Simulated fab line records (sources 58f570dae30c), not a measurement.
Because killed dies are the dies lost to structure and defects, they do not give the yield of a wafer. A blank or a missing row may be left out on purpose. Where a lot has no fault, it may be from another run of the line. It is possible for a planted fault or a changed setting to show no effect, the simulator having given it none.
A single fault, viewed from 2 desks ; flow berkeleyCmos170 ; every desk sees just its own numbers, and what lay behind them comes last

## TOOL OWNER'S DESK, krfScanner-02
The tool's own readings at UCB170_PWELL_EXPOSE_10 (exposes mask PWELL, target cd 3000 nm): means of the sampled wafers that have a number, for each lot that ran on this tool. If a lot's mean is further than 4 standard deviations from the usual mean, the lot is out of limits and carries the mark OUT (the distance appears in the brackets).
Columns: A = exposureDoseMJCm2 at UCB170_PWELL_EXPOSE_10, usual 18.997; B = focusOffsetNm at UCB170_PWELL_EXPOSE_10, usual 0.1 nm; C = stageVelMmS at UCB170_PWELL_EXPOSE_10, usual 499.96 mm/s
lot;first seen here;A;B;C
L752;day 3 13:17;19.010;-0.4;499.95
L753;day 3 18:59;19.006;0.2;499.88
L772;day 7 18:00;18.995;-0.2;499.70
Result from this desk: across the 3 lots, nothing is out of limits.

## METROLOGY DESK
Means of the sampled wafers that have a number, per lot and without regard to the tool the lot ran on: this is what the gauges read. If a lot's mean is further than 4 standard deviations from the usual mean, the lot is out of limits and carries the mark OUT (the distance appears in the brackets).
Columns: A = PWELL_OXIDE_THK at UCB170_PWELL_THK_MEAS_03, usual 26.4 nm; B = PWELL_NITRIDE_THK at UCB170_PWELL_THK_MEAS_06, usual 220.3 nm
lot;first seen here;A;B
L752;day 3 05:56;25.9;220.7
L753;day 3 11:15;26.7;223.3
L755;day 3 22:44;26.0;220.9
L756;day 4 10:56;26.9;220.5
L757;day 4 10:59;26.6;220.1
L771;day 7 05:12;27.5;221.5
L772;day 7 09:03;27.0;221.1
Result from this desk: across the 7 lots, nothing is out of limits.

## BROUGHT TOGETHER
The desk of the tool owner found nothing out of limits.
Nothing out of limits was seen by the metrology desk.

## WHAT THE SIMULATOR HAD PUT IN
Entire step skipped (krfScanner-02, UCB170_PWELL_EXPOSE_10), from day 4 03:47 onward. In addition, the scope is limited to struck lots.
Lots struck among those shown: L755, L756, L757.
